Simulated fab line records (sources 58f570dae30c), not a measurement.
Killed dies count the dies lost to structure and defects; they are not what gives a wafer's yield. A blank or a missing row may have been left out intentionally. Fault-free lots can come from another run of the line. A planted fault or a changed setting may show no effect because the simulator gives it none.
fab line records ; flow berkeley-cmos170
record lots=14; wafers=42; last-day=13
route steps=331 shown NVT@112 GATE@135
lots with no fault: from the same line, run without faults
start-h: hours from the record's opening day to when the first of the lot's shown wafers began ; wait-h: hours from the lot's prior step to this one ; " unchanged from the row above ; L1.1+2: a single row standing in for several wafers ; - value missing, or start not given ; * or withheld: withheld ; < > ~ a bound
route shown NAME@n: a module of which the file shows steps, and the number in the route of the first ; usual: mean/standard deviation of fault-free wafers ; same: alike in all rows ; chamber/n: place in a boat ; sites: per-site readings ; _std_site: standard deviation across them ; _edge_site: inner sites' mean taken away from outer sites' mean ; radius-mm: for every site, how far away it sits from the centre of the wafer ; mask NAME#n: copy n ; behind: the last tool/chamber to shape the wafer ; hold: cause of the lot's hold/its duration in hours/its outcome ; device: which transistor (n, p or np) failed to switch ; end of line: the route-end tests of the same wafers ; where a step has no rows: the recipe by itself ; killed: not the wafer's yield, but the dies lost to structure and defects at the first sort ; map: a wafer's dies, x killed, . not, _ none there
set.NAME: the setting as run; set.NAME@STEP: as run at that earlier step ; model.NAME: the simulator's own value behind a step, which no gauge read
a sample of lots followed through the steps of the route, with each step as a table and each wafer as a row
services: the hour from which a tool's chamber was out of use, counted from the record's first day as start-h (under 0 if before that day), plus the number of hours and why
## steps
# step UCB170_NVT_STRIP_08
# recipe chemistry=O2; power-w=400; pressure-mtorr=3500; platen-temp-c=withheld; o2-flow-sccm=400; overash-fraction=0.5
# usual chamber-pressure-mTorr=3500/3.2; drypump-motor-current-A=5.55/0.28; oes-product-au=0.734/0.0044; strip-time-to-endpoint-s=21.62/0.059
lot.wafer;tool;chamber;start-h;wait-h;chamber-pressure-mTorr;drypump-motor-current-A;oes-product-au;rf-hours-counter-h;strip-time-to-endpoint-s
L396.3;plasma-asher-02;1;136.75;0.1;3501;5.27;0.724;-;21.64
L396.5;plasma-asher-02;1;136.75;0.1;3495;5.29;0.739;-;21.60
L396.6;plasma-asher-02;0;136.75;0.1;3498;5.86;0.732;-;21.61
L395.2;plasma-asher-03;0;138.04;0.1;3502;5.24;0.733;2;21.62
L395.3;plasma-asher-03;1;138.04;0.1;3500;5.59;0.736;-;21.59
L395.4;plasma-asher-03;0;138.04;0.1;3503;5.20;0.738;-;21.63
L398.1;plasma-asher-04;1;145.35;0.1;3500;6.01;0.723;39;21.58
L398.4;plasma-asher-04;0;145.35;0.1;3499;5.44;0.738;-;21.58
L398.6;plasma-asher-04;0;145.35;0.1;3501;5.48;0.735;-;21.66
L399.1;plasma-asher-02;0;155.16;0.1;3499;5.84;0.733;45;21.65
L399.2;plasma-asher-02;1;155.16;0.1;3498;5.29;0.731;45;21.73
L399.5;plasma-asher-02;0;155.16;0.1;3498;5.84;0.728;-;21.69
L400.2;plasma-asher-03;1;155.44;0.1;3500;5.57;0.738;4;21.53
L400.3;plasma-asher-03;1;155.44;0.1;3499;5.60;0.738;-;21.58
L400.4;plasma-asher-03;0;155.44;0.1;3497;5.20;0.730;-;21.56
L401.4;plasma-asher-02;0;174.70;0.1;3501;5.85;0.733;-;21.63
L401.5;plasma-asher-02;1;174.70;0.1;3501;5.28;0.735;-;21.64
L401.6;plasma-asher-02;0;174.70;0.1;3502;5.88;0.728;-;21.63
L407.1;plasma-asher-04;1;207.05;0.1;3502;6.01;0.741;45;21.79
L407.3;plasma-asher-04;0;207.05;0.1;3505;5.43;0.738;-;21.69
L407.4;plasma-asher-04;1;207.05;0.1;3500;6.03;0.737;-;21.73
L409.2;plasma-asher-03;1;207.44;0.1;3494;5.59;0.736;9;21.56
L409.3;plasma-asher-03;1;207.44;0.1;3500;5.56;0.733;-;21.67
L409.4;plasma-asher-03;0;207.44;0.1;3502;5.18;0.729;-;21.62
L411.2;plasma-asher-03;1;215.64;0.1;3501;5.56;0.731;10;21.41
L411.4;plasma-asher-03;1;215.64;0.1;3501;5.57;0.735;-;21.52
L411.5;plasma-asher-03;0;215.64;0.1;3498;5.21;0.729;-;21.42
L410.1;plasma-asher-02;1;215.88;0.1;3499;5.27;0.730;52;21.65
L410.5;plasma-asher-02;0;215.88;0.1;3499;5.87;0.736;-;21.64
L410.6;plasma-asher-02;1;215.88;0.1;3497;5.28;0.733;-;21.61
L415.1;plasma-asher-04;1;240.22;0.1;3501;5.98;0.738;48;21.54
L415.2;plasma-asher-04;0;240.22;0.1;3495;5.44;0.736;48;21.53
L415.5;plasma-asher-04;0;240.22;0.1;3506;5.46;0.726;-;21.55
L414.2;plasma-asher-03;1;240.50;0.1;3499;5.56;0.740;13;21.57
L414.3;plasma-asher-03;0;240.50;0.1;3500;5.19;0.741;-;21.60
L414.4;plasma-asher-03;1;240.50;0.1;3498;5.59;0.736;-;21.56
L417.1;plasma-asher-02;1;247.22;0.1;3504;5.28;0.733;55;21.63
L417.2;plasma-asher-02;0;247.22;0.1;3501;5.85;0.740;55;21.65
L417.3;plasma-asher-02;0;247.22;0.1;3497;5.84;0.731;-;21.67
L416.3;plasma-asher-04;1;247.52;0.1;3500;6.01;0.736;-;21.67
L416.5;plasma-asher-04;1;247.52;0.1;3497;6.01;0.731;-;21.55
L416.6;plasma-asher-04;0;247.52;0.1;3499;5.46;0.736;-;21.64
# step UCB170_GATE_EXPOSE_09
# recipe mask-id=POLY; target-cd-nm=350; na=0.5; sigma-outer=0.6; source-shape=conventional; dose-mj=21
# usual exposure-dose-mJ-cm2=20.974/0.026; focus-offset-nm=0.0/0.54
lot.wafer;tool;chamber;start-h;wait-h;mask;exposure-dose-mJ-cm2;focus-offset-nm
L396.3;krf-scanner-02;0;154.26;-;POLY#0;20.953;-0.5
L396.5;krf-scanner-02;0;154.26;-;POLY#0;20.948;-1.1
L396.6;krf-scanner-02;0;154.26;-;POLY#0;20.979;-0.9
L395.2;krf-scanner-01;0;154.49;-;POLY#0;20.996;-0.7
L395.3;krf-scanner-01;0;154.49;-;POLY#0;20.969;0.1
L395.4;krf-scanner-01;0;154.49;-;POLY#0;20.954;0.9
L398.1;krf-scanner-01;0;163.61;-;POLY#0;21.003;0.9
L398.4;krf-scanner-01;0;163.61;-;POLY#0;20.970;0.8
L398.6;krf-scanner-01;0;163.61;-;POLY#0;20.988;0.6
L399.1;krf-scanner-02;0;170.46;-;POLY#0;20.998;-0.6
L399.2;krf-scanner-02;0;170.46;-;POLY#0;21.012;-0.8
L399.5;krf-scanner-02;0;170.46;-;POLY#0;20.982;-0.5
L400.2;krf-scanner-01;0;170.72;-;POLY#0;21.013;-0.2
L400.3;krf-scanner-01;0;170.72;-;POLY#0;21.028;0.2
L400.4;krf-scanner-01;0;170.72;-;POLY#0;21.022;-0.2
L401.4;krf-scanner-02;0;196.83;-;POLY#0;20.961;-0.7
L401.5;krf-scanner-02;0;196.83;-;POLY#0;20.945;0.2
L401.6;krf-scanner-02;0;196.83;-;POLY#0;20.939;0.2
L407.1;krf-scanner-01;0;224.21;-;POLY#0;20.991;-0.6
L407.3;krf-scanner-01;0;224.21;-;POLY#0;21.015;-0.3
L407.4;krf-scanner-01;0;224.21;-;POLY#0;20.984;0.0
L409.2;krf-scanner-02;0;224.58;-;POLY#0;21.016;-0.3
L409.3;krf-scanner-02;0;224.58;-;POLY#0;20.975;-0.1
L409.4;krf-scanner-02;0;224.58;-;POLY#0;20.995;0.6
L410.1;krf-scanner-01;-;236.67;-;POLY#0;-;-
L410.5;krf-scanner-01;-;236.67;-;POLY#0;-;-
L410.6;krf-scanner-01;-;236.67;-;POLY#0;-;-
L411.2;krf-scanner-01;-;236.80;-;POLY#0;-;-
L411.4;krf-scanner-01;-;236.80;-;POLY#0;-;-
L411.5;krf-scanner-01;-;236.80;-;POLY#0;-;-
L415.1;krf-scanner-01;0;261.15;-;POLY#0;20.928;0.2
L415.2;krf-scanner-01;0;261.15;-;POLY#0;20.933;0.3
L415.5;krf-scanner-01;0;261.15;-;POLY#0;20.978;0.5
L414.2;krf-scanner-01;0;261.42;-;POLY#0;20.946;-0.8
L414.3;krf-scanner-01;0;261.42;-;POLY#0;20.969;-0.5
L414.4;krf-scanner-01;0;261.42;-;POLY#0;20.963;-0.3
L416.3;krf-scanner-02;0;274.27;-;POLY#0;20.996;0.0
L416.5;krf-scanner-02;0;274.27;-;POLY#0;20.980;0.4
L416.6;krf-scanner-02;0;274.27;-;POLY#0;20.974;0.1
L417.1;krf-scanner-01;0;274.48;-;POLY#0;21.005;0.4
L417.2;krf-scanner-01;0;274.48;-;POLY#0;20.991;0.2
L417.3;krf-scanner-01;0;274.48;-;POLY#0;20.975;0.1
# step UCB170_GATE_CD_MEAS_12
# recipe target-cd-nm=350
# usual cd-nm=350.0/1.5
lot.wafer;tool;chamber;start-h;wait-h;cd-nm
L396.3;cd-sem-02;-;154.87;-;348.9
L396.5;cd-sem-02;-;154.87;-;349.0
L396.6;cd-sem-02;-;154.87;-;349.0
L395.2;cd-sem-01;-;154.88;-;350.9
L395.3;cd-sem-01;-;154.88;-;349.7
L395.4;cd-sem-01;-;154.88;-;349.8
L398.1;cd-sem-01;-;164.00;-;351.1
L398.4;cd-sem-01;-;164.00;-;351.3
L398.6;cd-sem-01;-;164.00;-;352.5
L399.1;cd-sem-01;-;171.06;-;350.1
L399.2;cd-sem-01;-;171.06;-;348.7
L399.5;cd-sem-01;-;171.06;-;349.0
L400.2;cd-sem-02;-;171.12;-;350.8
L400.3;cd-sem-02;-;171.12;-;349.9
L400.4;cd-sem-02;-;171.12;-;350.1
L401.4;cd-sem-01;-;197.23;-;351.5
L401.5;cd-sem-01;-;197.23;-;352.2
L401.6;cd-sem-01;-;197.23;-;350.6
L407.1;cd-sem-02;-;224.60;-;350.7
L407.3;cd-sem-02;-;224.60;-;353.4
L407.4;cd-sem-02;-;224.60;-;352.4
L409.2;cd-sem-01;-;224.98;-;349.8
L409.3;cd-sem-01;-;224.98;-;350.4
L409.4;cd-sem-01;-;224.98;-;350.2
L410.1;cd-sem-01;-;237.31;-;-
L410.5;cd-sem-01;-;237.31;-;-
L410.6;cd-sem-01;-;237.31;-;-
L411.2;cd-sem-02;-;237.47;-;-
L411.4;cd-sem-02;-;237.47;-;-
L411.5;cd-sem-02;-;237.47;-;-
L415.1;cd-sem-02;-;261.97;-;348.9
L415.2;cd-sem-02;-;261.97;-;349.5
L415.5;cd-sem-02;-;261.97;-;349.3
L414.2;cd-sem-01;-;262.27;-;349.8
L414.3;cd-sem-01;-;262.27;-;348.8
L414.4;cd-sem-01;-;262.27;-;349.1
L416.3;cd-sem-01;-;274.67;-;348.0
L416.5;cd-sem-01;-;274.67;-;349.8
L416.6;cd-sem-01;-;274.67;-;349.3
L417.1;cd-sem-02;-;274.87;-;352.1
L417.2;cd-sem-02;-;274.87;-;350.7
L417.3;cd-sem-02;-;274.87;-;351.9
# step UCB170_GATE_ETCH_14
# recipe chemistry=N2/H2; target-depth-a=withheld; overetch-a=withheld; target=BARC; time-s=withheld; source-w=500; bias-w=100; pressure-mtorr=30; n2-flow-sccm=100; h2-flow-sccm=200
# usual chamber-pressure-mTorr=30.001/0.027; drypump-motor-current-A=5.6/0.46; h2-flow-sccm=199.9/0.62; oes-product-au=1.00/0.032; throttle-valve-pct=13.26/0.18
lot.wafer;tool;chamber;start-h;wait-h;chamber-pressure-mTorr;drypump-motor-current-A;h2-flow-sccm;oes-product-au;throttle-valve-pct
L396.3;rie-diel-01;0;154.98;0.0;29.958;6.2;200.1;0.98;13.26
L396.5;rie-diel-01;2;154.98;0.0;29.997;5.0;199.4;1.00;13.02
L396.6;rie-diel-01;1;154.98;0.0;30.022;6.0;198.7;0.98;13.16
L395.2;rie-diel-02;0;155.02;0.0;30.030;5.6;199.5;1.03;13.31
L395.3;rie-diel-02;2;155.02;0.0;29.968;5.8;198.7;0.99;13.42
L395.4;rie-diel-02;1;155.02;0.0;29.990;5.5;199.4;1.01;13.61
L398.1;rie-diel-02;1;164.15;0.0;29.992;5.5;200.5;1.02;13.61
L398.4;rie-diel-02;2;164.15;0.0;30.022;5.8;199.6;1.00;13.41
L398.6;rie-diel-02;3;164.15;0.0;30.011;4.9;200.0;1.05;13.18
L399.1;rie-diel-01;3;171.21;0.0;30.020;5.8;200.3;0.98;13.09
L399.2;rie-diel-01;2;171.21;0.0;29.964;4.9;200.1;0.99;13.05
L399.5;rie-diel-01;2;171.21;0.0;29.993;4.9;199.4;1.00;13.02
L400.2;rie-diel-02;3;171.26;0.0;29.968;4.9;198.8;1.04;13.19
L400.3;rie-diel-02;0;171.26;0.0;30.065;5.6;199.7;1.02;13.32
L400.4;rie-diel-02;1;171.26;0.0;30.042;5.5;199.3;1.00;13.63
L401.4;rie-diel-03;1;197.34;0.0;30.025;6.3;199.5;1.02;13.26
L401.5;rie-diel-03;2;197.34;0.0;30.006;5.8;199.9;1.04;13.44
L401.6;rie-diel-03;0;197.34;0.0;29.982;5.2;199.6;0.95;13.02
L407.1;rie-diel-03;3;224.75;0.0;30.018;5.5;200.4;0.95;13.24
L407.3;rie-diel-03;0;224.75;0.0;30.018;5.3;199.5;0.94;13.03
L407.4;rie-diel-03;1;224.75;0.0;29.994;6.3;199.5;1.02;13.24
L409.2;rie-diel-01;1;225.12;0.0;29.989;6.0;200.8;0.97;13.15
L409.3;rie-diel-01;0;225.12;0.0;30.050;6.2;200.4;0.94;13.26
L409.4;rie-diel-01;2;225.12;0.0;29.993;4.9;200.5;0.99;13.03
L410.1;rie-diel-02;1;237.47;0.0;29.990;5.5;201.1;1.03;13.60
L410.5;rie-diel-02;2;237.47;0.0;29.986;5.8;200.7;0.99;13.40
L410.6;rie-diel-02;3;237.47;0.0;29.960;4.9;199.4;1.05;13.19
L411.2;rie-diel-03;0;237.61;0.0;29.982;5.3;199.3;0.95;13.03
L411.4;rie-diel-03;1;237.61;0.0;30.050;6.3;200.4;1.01;13.25
L411.5;rie-diel-03;1;237.61;0.0;30.013;6.3;200.3;1.02;13.24
L415.1;rie-diel-02;1;262.13;0.0;29.981;5.5;200.4;1.01;13.60
L415.2;rie-diel-02;3;262.13;0.0;30.002;4.9;200.3;1.05;13.18
L415.5;rie-diel-02;3;262.13;0.0;30.021;4.9;200.8;1.05;13.19
L414.2;rie-diel-03;2;262.40;0.0;30.025;5.8;200.1;1.05;13.44
L414.3;rie-diel-03;0;262.40;0.0;29.972;5.2;199.3;0.95;13.05
L414.4;rie-diel-03;1;262.40;0.0;29.982;6.3;199.7;1.02;13.26
L416.3;rie-diel-02;1;274.78;0.0;30.043;5.5;200.6;1.02;13.62
L416.5;rie-diel-02;1;274.78;0.0;29.951;5.5;199.7;1.01;13.59
L416.6;rie-diel-02;3;274.78;0.0;30.032;4.9;199.7;1.05;13.19
L417.1;rie-diel-03;1;275.02;0.0;29.991;6.3;199.6;1.02;13.25
L417.2;rie-diel-03;0;275.02;0.0;29.992;5.3;199.9;0.94;13.03
L417.3;rie-diel-03;3;275.02;0.0;29.974;5.5;199.7;0.95;13.23
## services
tool;chamber;start-h;hours;kind
plasma-asher-03;0;117.75;-;clean
plasma-asher-03;1;117.75;-;clean
rie-diel-02;-;119.44;0.2;repair
rie-diel-02;1;119.87;2.9;repair
rie-diel-01;-;120.99;2.3;repair
plasma-asher-03;-;148.96;0.4;repair
rie-diel-03;-;152.39;1.2;repair
krf-scanner-02;-;161.00;1.3;pm
rie-diel-03;2;166.31;-;clean
rie-diel-03;2;166.31;28.7;scheduled-down
rie-diel-03;2;166.31;28.7;vent-cycle
rie-diel-03;3;172.67;4.9;repair
rie-diel-02;-;175.94;0.7;repair
rie-diel-01;3;176.95;17.2;repair
krf-scanner-01;-;204.68;0.8;pm
krf-scanner-02;-;211.01;1.0;pm
rie-diel-02;-;211.60;2.8;pm
krf-scanner-01;0;217.69;-;calibration
rie-diel-02;0;224.07;87.1;repair
krf-scanner-01;-;226.16;1.3;pm
plasma-asher-04;-;250.51;2.0;repair
krf-scanner-01;-;254.96;0.3;repair
rie-diel-01;-;258.58;1.2;repair
rie-diel-01;3;266.61;2.8;repair
## key
first-sign step=UCB170_GATE_EXPOSE_09; reading=tool-record; direction=missing
effect none on later readings
met-at UCB170_GATE_EXPOSE_09
struck-lots L410,L411
later-rows-left-out L410.1,L410.5,L410.6,L411.2,L411.4,L411.5
sort-left-out L410.1,L410.5,L410.6,L411.2,L411.4,L411.5
tester-left-out L410,L411
not-acting-at UCB170_NVT_STRIP_08,UCB170_GATE_CD_MEAS_12,UCB170_GATE_ETCH_14
onset-between 224.21 236.67
fault kind=skipped-step-whole; tool=krf-scanner-01; chamber=-; onset-h=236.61; steps=UCB170_GATE_EXPOSE_09; scope=struck-lots-only
# tester-left-out: of these lots the tester's yield and bins aren't shown, on N5 and GAA mostly nor the transistor test; their killed dies are dies lost to structure and defects alone, not to doping, threshold or leakage, so they don't give the yield
# sort-left-out: the simulated sort isn't trusted on such a fault, so these wafers' sort isn't shown, and their yield isn't known
# later-rows-left-out: the simulator's readings of these wafers behind a module that went badly wrong aren't trusted and aren't shown, but for the sort
